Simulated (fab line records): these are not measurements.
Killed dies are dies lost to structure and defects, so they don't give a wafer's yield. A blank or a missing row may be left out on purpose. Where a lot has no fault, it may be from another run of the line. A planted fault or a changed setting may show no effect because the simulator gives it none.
fab line records || flow ritCmos
[record] {"lots": 14, "wafers": 42, "lastDay": 7}
route steps=202 shown PWELL@47
lots untouched by any fault: they come from a run of this same line in which no faults occurred
startH: hours from the record's opening day to when the first of the lot's shown wafers began || waitH: hours from the lot's prior step to this one || " identical to the entry in the row above || L1.1+2: several wafers, shown together as one row || - no value, or no start given || * or withheld: withheld || < > ~ a bound
route shown NAME@n: NAME is a module with steps in the file, n the number in the route of the first one || usual: mean/standard deviation taken from wafers without a fault || same: alike in all rows || chamber/n: place in a boat || sites: readings site by site || _std_site: the values' standard deviation || _edge_site: inner sites' mean taken away from outer sites' mean || radiusMm: for every site, how far away it sits from the centre of the wafer || mask NAME#n: copy n || behind: tool/chamber where the wafer was last shaped || hold: what put the lot on hold/how long, in hours/how the hold closed || device: the transistor (n, p or np) that didn't switch || end of line: tests of these same wafers at the route's end || where a step has no rows: the recipe by itself || killed: count of dies lost to structure and defects at first sort (not the wafer's yield) || map: a wafer's dies, x killed, . not, _ none there
set.NAME: setting as actually run; set.NAME@STEP: the setting as run at that earlier step || model.NAME: the simulator's own value behind a step, which no gauge read
steps of the route over a sample of lots; a table a step, a row a wafer
services: a tool's chamber out of use, with start hour (startH, from the record's first day; less than 0 if before it), hours out, and reason
[[steps]]
[step RIT_PWELL_IMPLANT_08]
[recipe] {"species": "B", "energyKev": 170, "doseCm2": 7e+13, "tiltDeg": 7}
[usual] {"doseIonsCm2": "7.001e+13/8.3e+10", "faradayCurrentUA": "221/3.9"}
{"lot.wafer": "L309.2", "tool": "implanter-03", "chamber": 0, "startH": 23.13, "waitH": 0.2, "doseIonsCm2": 7.005e+13, "faradayCurrentUA": 222}
{"lot.wafer": "L309.3", "tool": "implanter-03", "chamber": 0, "startH": 23.13, "waitH": 0.2, "doseIonsCm2": 7.024e+13, "faradayCurrentUA": 228}
{"lot.wafer": "L309.6", "tool": "implanter-03", "chamber": 0, "startH": 23.13, "waitH": 0.2, "doseIonsCm2": 7.025e+13, "faradayCurrentUA": 226}
{"lot.wafer": "L310.3", "tool": "implanter-01", "chamber": 0, "startH": 28.07, "waitH": 0.2, "doseIonsCm2": 7.002e+13, "faradayCurrentUA": 223}
{"lot.wafer": "L310.4", "tool": "implanter-01", "chamber": 0, "startH": 28.07, "waitH": 0.2, "doseIonsCm2": 6.995e+13, "faradayCurrentUA": 222}
{"lot.wafer": "L310.6", "tool": "implanter-01", "chamber": 0, "startH": 28.07, "waitH": 0.2, "doseIonsCm2": 7.003e+13, "faradayCurrentUA": 216}
{"lot.wafer": "L311.2", "tool": "implanter-03", "chamber": 0, "startH": 32.43, "waitH": 0.2, "doseIonsCm2": 6.987e+13, "faradayCurrentUA": 210}
{"lot.wafer": "L311.3", "tool": "implanter-03", "chamber": 0, "startH": 32.43, "waitH": 0.2, "doseIonsCm2": 6.998e+13, "faradayCurrentUA": 220}
{"lot.wafer": "L311.6", "tool": "implanter-03", "chamber": 0, "startH": 32.43, "waitH": 0.2, "doseIonsCm2": 6.995e+13, "faradayCurrentUA": 219}
{"lot.wafer": "L312.1", "tool": "implanter-01", "chamber": 0, "startH": 37.78, "waitH": 0.2, "doseIonsCm2": 7.008e+13, "faradayCurrentUA": 235}
{"lot.wafer": "L312.3", "tool": "implanter-01", "chamber": 0, "startH": 37.78, "waitH": 0.2, "doseIonsCm2": 6.998e+13, "faradayCurrentUA": 221}
{"lot.wafer": "L312.6", "tool": "implanter-01", "chamber": 0, "startH": 37.78, "waitH": 0.2, "doseIonsCm2": 7.004e+13, "faradayCurrentUA": 218}
{"lot.wafer": "L314.1", "tool": "implanter-01", "chamber": 0, "startH": 47.30, "waitH": 0.2, "doseIonsCm2": 6.992e+13, "faradayCurrentUA": 224}
{"lot.wafer": "L314.2", "tool": "implanter-01", "chamber": 0, "startH": 47.30, "waitH": 0.2, "doseIonsCm2": 7.011e+13, "faradayCurrentUA": 218}
{"lot.wafer": "L314.5", "tool": "implanter-01", "chamber": 0, "startH": 47.30, "waitH": 0.2, "doseIonsCm2": 7.014e+13, "faradayCurrentUA": 224}
{"lot.wafer": "L315.3", "tool": "implanter-01", "chamber": 0, "startH": 52.46, "waitH": 0.2, "doseIonsCm2": 7.003e+13, "faradayCurrentUA": 216}
{"lot.wafer": "L315.5", "tool": "implanter-01", "chamber": 0, "startH": 52.46, "waitH": 0.2, "doseIonsCm2": 7.006e+13, "faradayCurrentUA": 214}
{"lot.wafer": "L315.6", "tool": "implanter-01", "chamber": 0, "startH": 52.46, "waitH": 0.2, "doseIonsCm2": 6.997e+13, "faradayCurrentUA": 222}
{"lot.wafer": "L316.1", "tool": "implanter-04", "chamber": 0, "startH": 57.24, "waitH": 0.2, "doseIonsCm2": 6.997e+13, "faradayCurrentUA": 221}
{"lot.wafer": "L316.2", "tool": "implanter-04", "chamber": 0, "startH": 57.24, "waitH": 0.2, "doseIonsCm2": 6.988e+13, "faradayCurrentUA": 223}
{"lot.wafer": "L316.5", "tool": "implanter-04", "chamber": 0, "startH": 57.24, "waitH": 0.2, "doseIonsCm2": 7e+13, "faradayCurrentUA": 219}
{"lot.wafer": "L318.2", "tool": "implanter-04", "chamber": 0, "startH": 69.11, "waitH": 0.2, "doseIonsCm2": 6.989e+13, "faradayCurrentUA": 218}
{"lot.wafer": "L318.5", "tool": "implanter-04", "chamber": 0, "startH": 69.11, "waitH": 0.2, "doseIonsCm2": 7.003e+13, "faradayCurrentUA": 218}
{"lot.wafer": "L318.6", "tool": "implanter-04", "chamber": 0, "startH": 69.11, "waitH": 0.2, "doseIonsCm2": 6.997e+13, "faradayCurrentUA": 216}
{"lot.wafer": "L319.3", "tool": "implanter-04", "chamber": 0, "startH": 72.31, "waitH": 0.2, "doseIonsCm2": 1.0754e+14, "faradayCurrentUA": 340}
{"lot.wafer": "L319.4", "tool": "implanter-04", "chamber": 0, "startH": 72.31, "waitH": 0.2, "doseIonsCm2": 1.0751e+14, "faradayCurrentUA": 330}
{"lot.wafer": "L319.6", "tool": "implanter-04", "chamber": 0, "startH": 72.31, "waitH": 0.2, "doseIonsCm2": 1.0752e+14, "faradayCurrentUA": 333}
{"lot.wafer": "L320.1", "tool": "implanter-04", "chamber": 0, "startH": 78.53, "waitH": 0.2, "doseIonsCm2": 1.0758e+14, "faradayCurrentUA": 342}
{"lot.wafer": "L320.4", "tool": "implanter-04", "chamber": 0, "startH": 78.53, "waitH": 0.2, "doseIonsCm2": 1.0757e+14, "faradayCurrentUA": 328}
{"lot.wafer": "L320.6", "tool": "implanter-04", "chamber": 0, "startH": 78.53, "waitH": 0.2, "doseIonsCm2": 1.0747e+14, "faradayCurrentUA": 346}
{"lot.wafer": "L327.1", "tool": "implanter-03", "chamber": 0, "startH": 112.14, "waitH": 0.2, "doseIonsCm2": 6.997e+13, "faradayCurrentUA": 223}
{"lot.wafer": "L327.2", "tool": "implanter-03", "chamber": 0, "startH": 112.14, "waitH": 0.2, "doseIonsCm2": 7.012e+13, "faradayCurrentUA": 225}
{"lot.wafer": "L327.4", "tool": "implanter-03", "chamber": 0, "startH": 112.14, "waitH": 0.2, "doseIonsCm2": 7.008e+13, "faradayCurrentUA": 212}
{"lot.wafer": "L329.4", "tool": "implanter-01", "chamber": 0, "startH": 122.56, "waitH": 0.2, "doseIonsCm2": 6.994e+13, "faradayCurrentUA": 222}
{"lot.wafer": "L329.5", "tool": "implanter-01", "chamber": 0, "startH": 122.56, "waitH": 0.2, "doseIonsCm2": 6.994e+13, "faradayCurrentUA": 216}
{"lot.wafer": "L329.6", "tool": "implanter-01", "chamber": 0, "startH": 122.56, "waitH": 0.2, "doseIonsCm2": 7.004e+13, "faradayCurrentUA": 225}
{"lot.wafer": "L330.1", "tool": "implanter-03", "chamber": 0, "startH": 132.89, "waitH": 0.2, "doseIonsCm2": 7.003e+13, "faradayCurrentUA": 214}
{"lot.wafer": "L330.2", "tool": "implanter-03", "chamber": 0, "startH": 132.89, "waitH": 0.2, "doseIonsCm2": 7.006e+13, "faradayCurrentUA": 223}
{"lot.wafer": "L330.5", "tool": "implanter-03", "chamber": 0, "startH": 132.89, "waitH": 0.2, "doseIonsCm2": 6.995e+13, "faradayCurrentUA": 225}
{"lot.wafer": "L332.1", "tool": "implanter-01", "chamber": 0, "startH": 140.39, "waitH": 0.2, "doseIonsCm2": 6.995e+13, "faradayCurrentUA": 222}
{"lot.wafer": "L332.2", "tool": "implanter-01", "chamber": 0, "startH": 140.39, "waitH": 0.2, "doseIonsCm2": 7.007e+13, "faradayCurrentUA": 228}
{"lot.wafer": "L332.6", "tool": "implanter-01", "chamber": 0, "startH": 140.39, "waitH": 0.2, "doseIonsCm2": 6.998e+13, "faradayCurrentUA": 221}
[step RIT_PWELL_TW_MEAS_10]
[usual] {"PWELL_TW": "956/8.3"}
{"lot.wafer": "L309.2", "tool": "filmMetro-03", "chamber": "-", "startH": 23.44, "waitH": 0.1, "PWELL_TW": 954}
{"lot.wafer": "L309.3", "tool": "filmMetro-03", "chamber": "-", "startH": 23.44, "waitH": 0.1, "PWELL_TW": 955}
{"lot.wafer": "L309.6", "tool": "filmMetro-03", "chamber": "-", "startH": 23.44, "waitH": 0.1, "PWELL_TW": 955}
{"lot.wafer": "L310.3", "tool": "filmMetro-01", "chamber": "-", "startH": 28.36, "waitH": 0.1, "PWELL_TW": 963}
{"lot.wafer": "L310.4", "tool": "filmMetro-01", "chamber": "-", "startH": 28.36, "waitH": 0.1, "PWELL_TW": 969}
{"lot.wafer": "L310.6", "tool": "filmMetro-01", "chamber": "-", "startH": 28.36, "waitH": 0.1, "PWELL_TW": 965}
{"lot.wafer": "L311.2", "tool": "filmMetro-03", "chamber": "-", "startH": 32.74, "waitH": 0.1, "PWELL_TW": 948}
{"lot.wafer": "L311.3", "tool": "filmMetro-03", "chamber": "-", "startH": 32.74, "waitH": 0.1, "PWELL_TW": 949}
{"lot.wafer": "L311.6", "tool": "filmMetro-03", "chamber": "-", "startH": 32.74, "waitH": 0.1, "PWELL_TW": 944}
{"lot.wafer": "L312.1", "tool": "filmMetro-01", "chamber": "-", "startH": 38.10, "waitH": 0.1, "PWELL_TW": 966}
{"lot.wafer": "L312.3", "tool": "filmMetro-01", "chamber": "-", "startH": 38.10, "waitH": 0.1, "PWELL_TW": 966}
{"lot.wafer": "L312.6", "tool": "filmMetro-01", "chamber": "-", "startH": 38.10, "waitH": 0.1, "PWELL_TW": 967}
{"lot.wafer": "L314.1", "tool": "filmMetro-01", "chamber": "-", "startH": 47.63, "waitH": 0.1, "PWELL_TW": 966}
{"lot.wafer": "L314.2", "tool": "filmMetro-01", "chamber": "-", "startH": 47.63, "waitH": 0.1, "PWELL_TW": 960}
{"lot.wafer": "L314.5", "tool": "filmMetro-01", "chamber": "-", "startH": 47.63, "waitH": 0.1, "PWELL_TW": 959}
{"lot.wafer": "L315.3", "tool": "filmMetro-01", "chamber": "-", "startH": 52.75, "waitH": 0.1, "PWELL_TW": 957}
{"lot.wafer": "L315.5", "tool": "filmMetro-01", "chamber": "-", "startH": 52.75, "waitH": 0.1, "PWELL_TW": 955}
{"lot.wafer": "L315.6", "tool": "filmMetro-01", "chamber": "-", "startH": 52.75, "waitH": 0.1, "PWELL_TW": 964}
{"lot.wafer": "L316.1", "tool": "filmMetro-02", "chamber": "-", "startH": 57.56, "waitH": 0.1, "PWELL_TW": 951}
{"lot.wafer": "L316.2", "tool": "filmMetro-02", "chamber": "-", "startH": 57.56, "waitH": 0.1, "PWELL_TW": 943}
{"lot.wafer": "L316.5", "tool": "filmMetro-02", "chamber": "-", "startH": 57.56, "waitH": 0.1, "PWELL_TW": 945}
{"lot.wafer": "L318.2", "tool": "filmMetro-01", "chamber": "-", "startH": 69.42, "waitH": 0.1, "PWELL_TW": 959}
{"lot.wafer": "L318.5", "tool": "filmMetro-01", "chamber": "-", "startH": 69.42, "waitH": 0.1, "PWELL_TW": 963}
{"lot.wafer": "L318.6", "tool": "filmMetro-01", "chamber": "-", "startH": 69.42, "waitH": 0.1, "PWELL_TW": 959}
{"lot.wafer": "L319.3", "tool": "filmMetro-01", "chamber": "-", "startH": 72.61, "waitH": 0.1, "PWELL_TW": 1103}
{"lot.wafer": "L319.4", "tool": "filmMetro-01", "chamber": "-", "startH": 72.61, "waitH": 0.1, "PWELL_TW": 1102}
{"lot.wafer": "L319.6", "tool": "filmMetro-01", "chamber": "-", "startH": 72.61, "waitH": 0.1, "PWELL_TW": 1107}
{"lot.wafer": "L320.1", "tool": "filmMetro-01", "chamber": "-", "startH": 78.85, "waitH": 0.1, "PWELL_TW": 1108}
{"lot.wafer": "L320.4", "tool": "filmMetro-01", "chamber": "-", "startH": 78.85, "waitH": 0.1, "PWELL_TW": 1106}
{"lot.wafer": "L320.6", "tool": "filmMetro-01", "chamber": "-", "startH": 78.85, "waitH": 0.1, "PWELL_TW": 1106}
{"lot.wafer": "L327.1", "tool": "filmMetro-02", "chamber": "-", "startH": 112.46, "waitH": 0.1, "PWELL_TW": 944}
{"lot.wafer": "L327.2", "tool": "filmMetro-02", "chamber": "-", "startH": 112.46, "waitH": 0.1, "PWELL_TW": 946}
{"lot.wafer": "L327.4", "tool": "filmMetro-02", "chamber": "-", "startH": 112.46, "waitH": 0.1, "PWELL_TW": 947}
{"lot.wafer": "L329.4", "tool": "filmMetro-01", "chamber": "-", "startH": 122.84, "waitH": 0.1, "PWELL_TW": 962}
{"lot.wafer": "L329.5", "tool": "filmMetro-01", "chamber": "-", "startH": 122.84, "waitH": 0.1, "PWELL_TW": 963}
{"lot.wafer": "L329.6", "tool": "filmMetro-01", "chamber": "-", "startH": 122.84, "waitH": 0.1, "PWELL_TW": 961}
{"lot.wafer": "L330.1", "tool": "filmMetro-03", "chamber": "-", "startH": 133.21, "waitH": 0.1, "PWELL_TW": 948}
{"lot.wafer": "L330.2", "tool": "filmMetro-03", "chamber": "-", "startH": 133.21, "waitH": 0.1, "PWELL_TW": 948}
{"lot.wafer": "L330.5", "tool": "filmMetro-03", "chamber": "-", "startH": 133.21, "waitH": 0.1, "PWELL_TW": 948}
{"lot.wafer": "L332.1", "tool": "filmMetro-01", "chamber": "-", "startH": 140.72, "waitH": 0.1, "PWELL_TW": 961}
{"lot.wafer": "L332.2", "tool": "filmMetro-01", "chamber": "-", "startH": 140.72, "waitH": 0.1, "PWELL_TW": 962}
{"lot.wafer": "L332.6", "tool": "filmMetro-01", "chamber": "-", "startH": 140.72, "waitH": 0.1, "PWELL_TW": 963}
[step RIT_WELLDRIVE_RS_MEAS_02]
[recipe] {"thkMeasGauge": "four-point-probe"}
[usual] {"PWELL_RS": "429.5/1.2"}
{"lot.wafer": "L309.2", "tool": "filmMetro-03", "chamber": "-", "startH": 29.24, "waitH": 0.1, "PWELL_RS[ohm/sq]": 429.4}
{"lot.wafer": "L309.3", "tool": "filmMetro-03", "chamber": "-", "startH": 29.24, "waitH": 0.1, "PWELL_RS[ohm/sq]": 429.4}
{"lot.wafer": "L309.6", "tool": "filmMetro-03", "chamber": "-", "startH": 29.24, "waitH": 0.1, "PWELL_RS[ohm/sq]": 429.0}
{"lot.wafer": "L310.3", "tool": "filmMetro-03", "chamber": "-", "startH": 33.65, "waitH": 0.1, "PWELL_RS[ohm/sq]": 429.1}
{"lot.wafer": "L310.4", "tool": "filmMetro-03", "chamber": "-", "startH": 33.65, "waitH": 0.1, "PWELL_RS[ohm/sq]": 428.7}
{"lot.wafer": "L310.6", "tool": "filmMetro-03", "chamber": "-", "startH": 33.65, "waitH": 0.1, "PWELL_RS[ohm/sq]": 429.3}
{"lot.wafer": "L311.2", "tool": "filmMetro-03", "chamber": "-", "startH": 38.01, "waitH": 0.1, "PWELL_RS[ohm/sq]": 428.3}
{"lot.wafer": "L311.3", "tool": "filmMetro-03", "chamber": "-", "startH": 38.01, "waitH": 0.1, "PWELL_RS[ohm/sq]": 429.9}
{"lot.wafer": "L311.6", "tool": "filmMetro-03", "chamber": "-", "startH": 38.01, "waitH": 0.1, "PWELL_RS[ohm/sq]": 430.5}
{"lot.wafer": "L312.1", "tool": "filmMetro-01", "chamber": "-", "startH": 43.51, "waitH": 0.1, "PWELL_RS[ohm/sq]": 427.9}
{"lot.wafer": "L312.3", "tool": "filmMetro-01", "chamber": "-", "startH": 43.51, "waitH": 0.1, "PWELL_RS[ohm/sq]": 428.7}
{"lot.wafer": "L312.6", "tool": "filmMetro-01", "chamber": "-", "startH": 43.51, "waitH": 0.1, "PWELL_RS[ohm/sq]": 427.7}
{"lot.wafer": "L314.1", "tool": "filmMetro-03", "chamber": "-", "startH": 53.67, "waitH": 0.1, "PWELL_RS[ohm/sq]": 432.8}
{"lot.wafer": "L314.2", "tool": "filmMetro-03", "chamber": "-", "startH": 53.67, "waitH": 0.1, "PWELL_RS[ohm/sq]": 432.0}
{"lot.wafer": "L314.5", "tool": "filmMetro-03", "chamber": "-", "startH": 53.67, "waitH": 0.1, "PWELL_RS[ohm/sq]": 431.9}
{"lot.wafer": "L315.3", "tool": "filmMetro-03", "chamber": "-", "startH": 58.79, "waitH": 0.1, "PWELL_RS[ohm/sq]": 428.8}
{"lot.wafer": "L315.5", "tool": "filmMetro-03", "chamber": "-", "startH": 58.79, "waitH": 0.1, "PWELL_RS[ohm/sq]": 429.1}
{"lot.wafer": "L315.6", "tool": "filmMetro-03", "chamber": "-", "startH": 58.79, "waitH": 0.1, "PWELL_RS[ohm/sq]": 429.9}
{"lot.wafer": "L316.1", "tool": "filmMetro-01", "chamber": "-", "startH": 62.83, "waitH": 0.1, "PWELL_RS[ohm/sq]": 431.1}
{"lot.wafer": "L316.2", "tool": "filmMetro-01", "chamber": "-", "startH": 62.83, "waitH": 0.1, "PWELL_RS[ohm/sq]": 432.3}
{"lot.wafer": "L316.5", "tool": "filmMetro-01", "chamber": "-", "startH": 62.83, "waitH": 0.1, "PWELL_RS[ohm/sq]": 430.0}
{"lot.wafer": "L318.2", "tool": "filmMetro-01", "chamber": "-", "startH": 74.69, "waitH": 0.1, "PWELL_RS[ohm/sq]": 427.3}
{"lot.wafer": "L318.5", "tool": "filmMetro-01", "chamber": "-", "startH": 74.69, "waitH": 0.1, "PWELL_RS[ohm/sq]": 427.6}
{"lot.wafer": "L318.6", "tool": "filmMetro-01", "chamber": "-", "startH": 74.69, "waitH": 0.1, "PWELL_RS[ohm/sq]": 427.8}
{"lot.wafer": "L319.3", "tool": "filmMetro-01", "chamber": "-", "startH": 77.89, "waitH": 0.1, "PWELL_RS[ohm/sq]": 329.0}
{"lot.wafer": "L319.4", "tool": "filmMetro-01", "chamber": "-", "startH": 77.89, "waitH": 0.1, "PWELL_RS[ohm/sq]": 329.4}
{"lot.wafer": "L319.6", "tool": "filmMetro-01", "chamber": "-", "startH": 77.89, "waitH": 0.1, "PWELL_RS[ohm/sq]": 329.6}
{"lot.wafer": "L320.1", "tool": "filmMetro-01", "chamber": "-", "startH": 84.11, "waitH": 0.1, "PWELL_RS[ohm/sq]": 328.8}
{"lot.wafer": "L320.4", "tool": "filmMetro-01", "chamber": "-", "startH": 84.11, "waitH": 0.1, "PWELL_RS[ohm/sq]": 328.4}
{"lot.wafer": "L320.6", "tool": "filmMetro-01", "chamber": "-", "startH": 84.11, "waitH": 0.1, "PWELL_RS[ohm/sq]": 327.9}
{"lot.wafer": "L327.1", "tool": "filmMetro-03", "chamber": "-", "startH": 118.22, "waitH": 0.1, "PWELL_RS[ohm/sq]": 428.3}
{"lot.wafer": "L327.2", "tool": "filmMetro-03", "chamber": "-", "startH": 118.22, "waitH": 0.1, "PWELL_RS[ohm/sq]": 429.5}
{"lot.wafer": "L327.4", "tool": "filmMetro-03", "chamber": "-", "startH": 118.22, "waitH": 0.1, "PWELL_RS[ohm/sq]": 428.3}
{"lot.wafer": "L329.4", "tool": "filmMetro-03", "chamber": "-", "startH": 128.42, "waitH": 0.1, "PWELL_RS[ohm/sq]": 429.1}
{"lot.wafer": "L329.5", "tool": "filmMetro-03", "chamber": "-", "startH": 128.42, "waitH": 0.1, "PWELL_RS[ohm/sq]": 428.4}
{"lot.wafer": "L329.6", "tool": "filmMetro-03", "chamber": "-", "startH": 128.42, "waitH": 0.1, "PWELL_RS[ohm/sq]": 430.7}
{"lot.wafer": "L330.1", "tool": "filmMetro-03", "chamber": "-", "startH": 138.48, "waitH": 0.1, "PWELL_RS[ohm/sq]": 430.0}
{"lot.wafer": "L330.2", "tool": "filmMetro-03", "chamber": "-", "startH": 138.48, "waitH": 0.1, "PWELL_RS[ohm/sq]": 431.0}
{"lot.wafer": "L330.5", "tool": "filmMetro-03", "chamber": "-", "startH": 138.48, "waitH": 0.1, "PWELL_RS[ohm/sq]": 431.5}
{"lot.wafer": "L332.1", "tool": "filmMetro-02", "chamber": "-", "startH": 145.98, "waitH": 0.1, "PWELL_RS[ohm/sq]": 428.9}
{"lot.wafer": "L332.2", "tool": "filmMetro-02", "chamber": "-", "startH": 145.98, "waitH": 0.1, "PWELL_RS[ohm/sq]": 427.9}
{"lot.wafer": "L332.6", "tool": "filmMetro-02", "chamber": "-", "startH": 145.98, "waitH": 0.1, "PWELL_RS[ohm/sq]": 428.8}
[[services]]
{"tool": "implanter-04", "chamber": "-", "startH": -0.29, "hours": 1.4, "kind": "repair"}
{"tool": "implanter-01", "chamber": "-", "startH": 13.96, "hours": 4.5, "kind": "pm"}
{"tool": "implanter-04", "chamber": "-", "startH": 22.55, "hours": 0.8, "kind": "repair"}
{"tool": "implanter-04", "chamber": "-", "startH": 41.50, "hours": 1.9, "kind": "pm"}
{"tool": "implanter-03", "chamber": "-", "startH": 45.29, "hours": 3.1, "kind": "repair"}
{"tool": "implanter-01", "chamber": "-", "startH": 60.34, "hours": 0.6, "kind": "repair"}
{"tool": "implanter-03", "chamber": "-", "startH": 65.50, "hours": 4.0, "kind": "pm"}
[[key]]
[firstSign] {"step": "RIT_PWELL_IMPLANT_08", "reading": "doseIonsCm2", "direction": "up", "sigmas": "99+", "usual": 7.001e+13, "struck": 1.0753e+14}
[effect] {"step": "RIT_PWELL_IMPLANT_08", "reading": "faradayCurrentUA", "direction": "up", "sigmas": 29, "usual": 221, "struck": 337}
[effect] {"step": "RIT_PWELL_TW_MEAS_10", "reading": "PWELL_TW", "direction": "up", "sigmas": 18, "usual": 956, "struck": 1106}
[effect] {"step": "RIT_WELLDRIVE_RS_MEAS_02", "reading": "PWELL_RS", "direction": "down", "sigmas": 81, "usual": 429.5, "struck": 328.9}
metAt RIT_PWELL_IMPLANT_08
struckLots L319,L320
testerLeftOut L319,L320
onsetBetween 69.11 72.31
[fault] {"kind": "processParameterDrift", "tool": "implanter-04", "chamber": "-", "onsetH": 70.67, "steps": "RIT_PWELL_IMPLANT_08", "channel": "doseCm2", "offset": 3.7565e+13, "shape": "step", "endH": 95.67, "actsIn": "theseRecipesOnly", "stated": 7e+13}
// testerLeftOut: of these lots the tester's yield and bins aren't shown, on N5 and GAA mostly nor the transistor test; their killed dies are dies lost to structure and defects alone, not to doping, threshold or leakage, so they don't give the yield
